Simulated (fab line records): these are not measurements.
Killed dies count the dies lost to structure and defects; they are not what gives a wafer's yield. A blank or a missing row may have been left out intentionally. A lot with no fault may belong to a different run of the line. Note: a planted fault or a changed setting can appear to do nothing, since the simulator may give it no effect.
fab line records	flow ritCmos
record lots=6	wafers=18	lastDay=7
route steps=202 shown PWELL@42 WELLDRIVE@50 NWELL@51 NRETRO@53 M1@202
lots that met no fault: from a run of the same line without faults
startH: the number of hours between the record's first day and the start of the first shown wafer of the lot	waitH: time in hours since the lot's previous step	" identical to the entry in the row above	L1.1+2: a single row standing in for several wafers	- value missing, or start not given	* or withheld: withheld	< > ~ a bound
route shown NAME@n: a module of which the file shows steps, and the number in the route of the first	usual: the fault-free wafers' mean and standard deviation	same: alike in all rows	chamber/n: place in a boat	sites: each site's reading	_std_site: how widely they spread, as a standard deviation	_edge_site: outer sites' mean less inner sites'	radiusMm: for every site, how far away it sits from the centre of the wafer	mask NAME#n: copy n	behind: the last tool/chamber to shape the wafer	hold: reason for holding the lot/hours on hold/outcome of the hold	device: the transistor (n, p or np) that didn't switch	end of line: tests run on the same wafers once the route is complete	step lacking rows: just its recipe	killed: count of dies lost to structure and defects at first sort (not the wafer's yield)	map: dies across one wafer; x = killed, . = not, _ = none there
set.NAME: setting as actually run; set.NAME@STEP: the setting as run at that earlier step	model.NAME: the simulator's own value behind a step, which no gauge read
lots at selected steps of the route; one table per step, one row per wafer
## steps
# step RIT_PWELL_EXPOSE_03
# recipe maskId=M3	na=0.57	targetCdNm=43700	doseMj=250
# step RIT_PWELL_PEB_04
# recipe resist=NOVOLAK	tempC=withheld	timeS=withheld
# step RIT_PWELL_DEVELOP_05
# recipe resist=NOVOLAK	developTimeS=68	devTempC=23
# step RIT_PWELL_OVL_MEAS_06
# usual PWELL_OVL=-0.2/1.3
lot.wafer	tool	chamber	startH	waitH	PWELL_OVL[nm]
L529.3	overlay-01	-	32.16	-	0.7
L529.4	"	-	"	"	1.1
L529.5	"	-	"	"	0.5
L531.2	overlay-01	-	37.22	-	-0.9
L531.5	"	-	"	"	-0.1
L531.6	"	-	"	"	-1.3
L538.3	overlay-01	-	72.17	-	1.8
L538.4	"	-	"	"	1.0
L538.5	"	-	"	"	0.2
L539.3	overlay-02	-	79.43	-	-0.1
L539.5	"	-	"	"	1.4
L539.6	"	-	"	"	1.0
L548.1	overlay-01	-	122.48	-	1.5
L548.4	"	-	"	"	-1.3
L548.6	"	-	"	"	-0.8
L551.1	overlay-02	-	137.91	-	-2.2
L551.3	"	-	"	"	-1.1
L551.5	"	-	"	"	-2.3
# step RIT_PWELL_HARDBAKE_07
# recipe resist=NOVOLAK	tempC=140	timeS=120
# step RIT_PWELL_IMPLANT_08
# recipe species=B	energyKev=170	doseCm2=7e+13	tiltDeg=7
# step RIT_PWELL_STRIP_09
# recipe chemistry=O2	timeS=180	resist=NOVOLAK	platenTempC=withheld	powerW=500	pressureMtorr=4000	o2FlowSccm=4000
# usual drypumpMotorCurrentA=5.4/0.46
lot.wafer	tool	chamber	startH	waitH	drypumpMotorCurrentA	rfHoursCounterH
L529.3	plasmaAsher-01	0	32.67	0.1	4.6	-
L529.4	"	1	"	"	5.2	-
L529.5	"	0	"	"	4.6	-
L531.2	plasmaAsher-01	1	37.65	0.1	5.2	38
L531.5	"	0	"	"	4.7	-
L531.6	"	1	"	"	5.2	-
L538.3	plasmaAsher-04	0	72.65	0.1	5.3	-
L538.4	"	1	"	"	5.7	-
L538.5	"	0	"	"	5.3	-
L539.3	plasmaAsher-04	1	79.91	0.1	5.8	-
L539.5	"	1	"	"	5.8	-
L539.6	"	0	"	"	5.3	-
L548.1	plasmaAsher-01	1	122.91	0.1	5.2	48
L548.4	"	1	"	"	5.2	-
L548.6	"	1	"	"	5.2	-
L551.1	plasmaAsher-01	0	138.34	0.1	4.7	50
L551.3	"	0	"	"	4.6	-
L551.5	"	0	"	"	4.7	-
# step RIT_PWELL_TW_MEAS_10
# usual PWELL_TW=961/5
lot.wafer	tool	chamber	startH	waitH	PWELL_TW
L529.3	filmMetro-03	-	32.81	0.1	964
L529.4	"	-	"	"	969
L529.5	"	-	"	"	967
L531.2	filmMetro-02	-	37.83	0.1	968
L531.5	"	-	"	"	961
L531.6	"	-	"	"	963
L538.3	filmMetro-01	-	72.79	0.1	957
L538.4	"	-	"	"	958
L538.5	"	-	"	"	951
L539.3	filmMetro-02	-	80.05	0.1	959
L539.5	"	-	"	"	961
L539.6	"	-	"	"	957
L548.1	filmMetro-01	-	123.09	0.1	964
L548.4	"	-	"	"	960
L548.6	"	-	"	"	963
L551.1	filmMetro-03	-	138.52	0.1	961
L551.3	"	-	"	"	962
L551.5	"	-	"	"	963
# step RIT_WELLDRIVE_ANNEAL_00
# recipe tempC=1100	timeS=14700	ambient=N2
# step RIT_WELLDRIVE_RS_MEAS_01
# recipe thkMeasGauge=four-point-probe
# usual NWELL_RS=275.5/0.81
lot.wafer	tool	chamber	startH	waitH	NWELL_RS[ohm/sq]
L529.3	filmMetro-01	-	37.97	0.0	275.1
L529.4	"	-	"	"	275.5
L529.5	"	-	"	"	275.1
L531.2	filmMetro-01	-	44.35	0.0	275.4
L531.5	"	-	"	"	275.5
L531.6	"	-	"	"	275.2
L538.3	filmMetro-01	-	77.95	0.0	275.2
L538.4	"	-	"	"	275.6
L538.5	"	-	"	"	274.9
L539.3	filmMetro-02	-	85.21	0.0	275.3
L539.5	"	-	"	"	275.8
L539.6	"	-	"	"	275.8
L548.1	filmMetro-02	-	128.70	0.0	276.5
L548.4	"	-	"	"	275.3
L548.6	"	-	"	"	276.5
L551.1	filmMetro-02	-	143.66	0.0	275.7
L551.3	"	-	"	"	275.3
L551.5	"	-	"	"	275.6
# step RIT_WELLDRIVE_RS_MEAS_02
# recipe thkMeasGauge=four-point-probe
# usual PWELL_RS=429.4/1.2
lot.wafer	tool	chamber	startH	waitH	PWELL_RS[ohm/sq]
L529.3	filmMetro-01	-	38.09	0.1	430.8
L529.4	"	-	"	"	430.7
L529.5	"	-	"	"	428.8
L531.2	filmMetro-01	-	44.47	0.1	429.1
L531.5	"	-	"	"	430.3
L531.6	"	-	"	"	429.9
L538.3	filmMetro-01	-	78.07	0.1	430.2
L538.4	"	-	"	"	431.4
L538.5	"	-	"	"	431.6
L539.3	filmMetro-02	-	85.33	0.1	427.1
L539.5	"	-	"	"	428.5
L539.6	"	-	"	"	428.3
L548.1	filmMetro-02	-	128.82	0.1	429.1
L548.4	"	-	"	"	429.4
L548.6	"	-	"	"	429.6
L551.1	filmMetro-02	-	143.78	0.1	429.2
L551.3	"	-	"	"	427.6
L551.5	"	-	"	"	427.9
# step RIT_NRETRO_HMDS_00
# recipe primeTimeS=60	primeTempC=140
# step RIT_NRETRO_COAT_01
# recipe resist=NOVOLAK	spinRpm=2000	resistThkNm=1300
# usual spinSpeedRpm=1999.7/1.4
lot.wafer	tool	chamber	startH	waitH	spinSpeedRpm	model.NOVOLAK_of_NRETRO_COAT_01.thkNm
L529.3	lithoTrack-03	0	38.37	0.1	2000.6	1298
L529.4	"	0	"	"	2001.3	1295
L529.5	"	0	"	"	1999.9	1303
L531.2	lithoTrack-02	0	44.74	0.1	1996.7	1300
L531.5	"	0	"	"	2002.5	1299
L531.6	"	0	"	"	1999.0	1299
L538.3	lithoTrack-03	0	78.35	0.1	1922.6	1329
L538.4	"	0	"	"	1921.1	1331
L538.5	"	0	"	"	1920.9	1328
L539.3	lithoTrack-03	0	85.61	0.1	1918.7	1322
L539.5	"	0	"	"	1919.7	1325
L539.6	"	0	"	"	1918.7	1326
L548.1	lithoTrack-02	0	129.11	0.1	2000.2	1299
L548.4	"	0	"	"	2000.5	1299
L548.6	"	0	"	"	2002.0	1297
L551.1	lithoTrack-02	0	144.05	0.1	2002.9	1300
L551.3	"	0	"	"	1999.4	1299
L551.5	"	0	"	"	1999.9	1297
# step RIT_NRETRO_SOFTBAKE_02
# recipe resist=NOVOLAK	tempC=90	timeS=60
# step RIT_NRETRO_EXPOSE_03
# recipe maskId=M4	na=0.57	targetCdNm=43900	doseMj=250
# step RIT_NRETRO_PEB_04
# recipe resist=NOVOLAK	tempC=withheld	timeS=withheld
# step RIT_NRETRO_DEVELOP_05
# recipe resist=NOVOLAK	developTimeS=68	devTempC=23
# step RIT_NRETRO_OVL_MEAS_06
# usual NRETRO_OVL=-0.6/1.4
lot.wafer	tool	chamber	startH	waitH	NRETRO_OVL[nm]
L529.3	overlay-02	-	39.19	-	-3.9
L529.4	"	-	"	"	-2.9
L529.5	"	-	"	"	-3.8
L531.2	overlay-01	-	45.58	-	-0.9
L531.5	"	-	"	"	-0.4
L531.6	"	-	"	"	-1.9
L538.3	overlay-02	-	79.17	-	-2.4
L538.4	"	-	"	"	-3.0
L538.5	"	-	"	"	-2.4
L539.3	overlay-01	-	86.30	-	-1.7
L539.5	"	-	"	"	-2.5
L539.6	"	-	"	"	-3.1
L548.1	overlay-02	-	129.97	-	-1.0
L548.4	"	-	"	"	-1.9
L548.6	"	-	"	"	-0.6
L551.1	overlay-02	-	144.84	-	0.1
L551.3	"	-	"	"	0.2
L551.5	"	-	"	"	-0.2
# step RIT_NRETRO_HARDBAKE_07
# recipe resist=NOVOLAK	tempC=140	timeS=120
lot.wafer	tool	chamber	startH	waitH	model.NOVOLAK_of_NRETRO_COAT_01.thkNm
L529.3	lithoTrack-04	0	39.29	0.1	1135
L529.4	"	0	"	"	1132
L529.5	"	0	"	"	1139
L531.2	lithoTrack-02	0	45.65	0.1	1137
L531.5+6	"	0	"	"	1136
L538.3	lithoTrack-02	0	79.27	0.1	1162
L538.4	"	0	"	"	1164
L538.5	"	0	"	"	1161
L539.3	lithoTrack-02	0	86.41	0.1	1156
L539.5	"	0	"	"	1158
L539.6	"	0	"	"	1160
L548.1+4	lithoTrack-03	0	130.00	0.0	1136
L548.6	"	0	"	"	1134
L551.1	lithoTrack-03	0	144.88	0.0	1137
L551.3	"	0	"	"	1136
L551.5	"	0	"	"	1135
# step RIT_NRETRO_IMPLANT_08
# recipe species=P	energyKev=70	doseCm2=1e+13	tiltDeg=7.154
# step RIT_M1_PROBE_99
# usual killedAtFrontEnd=6/3.1	killedDies=6/3.1	killedOpen=3.4/1.9	killedShort=3.1/2
# same grossDies=264	killed_at_M0_to_M3=0	killed_at_M4_up=0	killedAtBackSide=0	killedAtContacts=0	killedAtOther=0
lot.wafer	tool	chamber	startH	waitH	killedAtFrontEnd	killedDies	killedOpen	killedShort
L538.3	prober-01	-	106.35	0.2	13	13	8	5
L538.4	prober-01	-	106.40	0.2	6	6	1	5
L538.5	prober-01	-	106.45	0.2	6	6	2	4
L539.3	prober-02	-	114.85	0.2	10	10	6	4
L539.5	prober-02	-	114.95	0.2	10	10	6	4
L539.6	prober-02	-	115.00	0.2	17	17	5	12
# killed by level:class
L538.3 GATE:geometricParticle:open=7 GATE:geometricParticle:short=2 FOX1:geometricParticle:short=1 SPACER:geometricParticle:open=1 SPACER:geometricParticle:short=1 SILICIDE:geometricParticle:short=1
L538.4 GATE:geometricParticle:short=3 FOX1:geometricParticle:short=1 GATE:geometricParticle:open=1 SILICIDE:geometricParticle:short=1
L538.5 SILICIDE:geometricParticle:short=2 FOX1:geometricParticle:short=1 GATE:geometricParticle:short=1 GATE:geometricParticle:open=1 SILICIDE:geometricParticle:open=1
L539.3 GATE:geometricParticle:open=2 SILICIDE:geometricParticle:open=2 FOX2:geometricParticle:open=1 GATE:geometricParticle:short=1 REOX:geometricParticle:open=1 REOX:geometricParticle:short=1 SPACER:geometricParticle:short=1 SILICIDE:geometricParticle:short=1
L539.5 SPACER:geometricParticle:open=3 FOX2:geometricParticle:short=2 FOX1:geometricParticle:short=1 FOX1:geometricParticle:open=1 FOX2:geometricParticle:open=1 GATE:geometricParticle:short=1 SILICIDE:geometricParticle:open=1
L539.6 SILICIDE:geometricParticle:short=4 GATE:geometricParticle:short=3 SPACER:geometricParticle:short=2 SILICIDE:geometricParticle:open=2 ACTIVE:geometricParticle:short=1 FOX1:geometricParticle:open=1 FOX2:geometricParticle:short=1 GATE:geometricParticle:open=1
## key
firstSign step=RIT_NRETRO_COAT_01	reading=spinSpeedRpm	direction=down	sigmas=57	usual=1999.7	struck=1920.3
effect none on later readings
modelEffect step=RIT_NRETRO_COAT_01	value=NOVOLAK_of_NRETRO_COAT_01.thkNm	without=1300	struck=1327
modelEffect step=RIT_NRETRO_HARDBAKE_07	value=NOVOLAK_of_NRETRO_COAT_01.thkNm	without=1137	struck=1160
metAt RIT_NRETRO_COAT_01
struckWafers L538.3,L538.4,L538.5,L539.3,L539.5,L539.6
testerLeftOut L538,L539
onsetBetween 38.37 78.35
fault kind=processParameterDrift	tool=lithoTrack-03	chamber=-	onsetH=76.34	steps=RIT_NRETRO_COAT_01	channel=spinRpm	offset=-79.636	shape=step	endH=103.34	actsIn=theseRecipesOnly	stated=2000
# testerLeftOut: of these lots the tester's yield and bins aren't shown, on N5 and GAA mostly nor the transistor test; their killed dies are dies lost to structure and defects alone, not to doping, threshold or leakage, so they don't give the yield
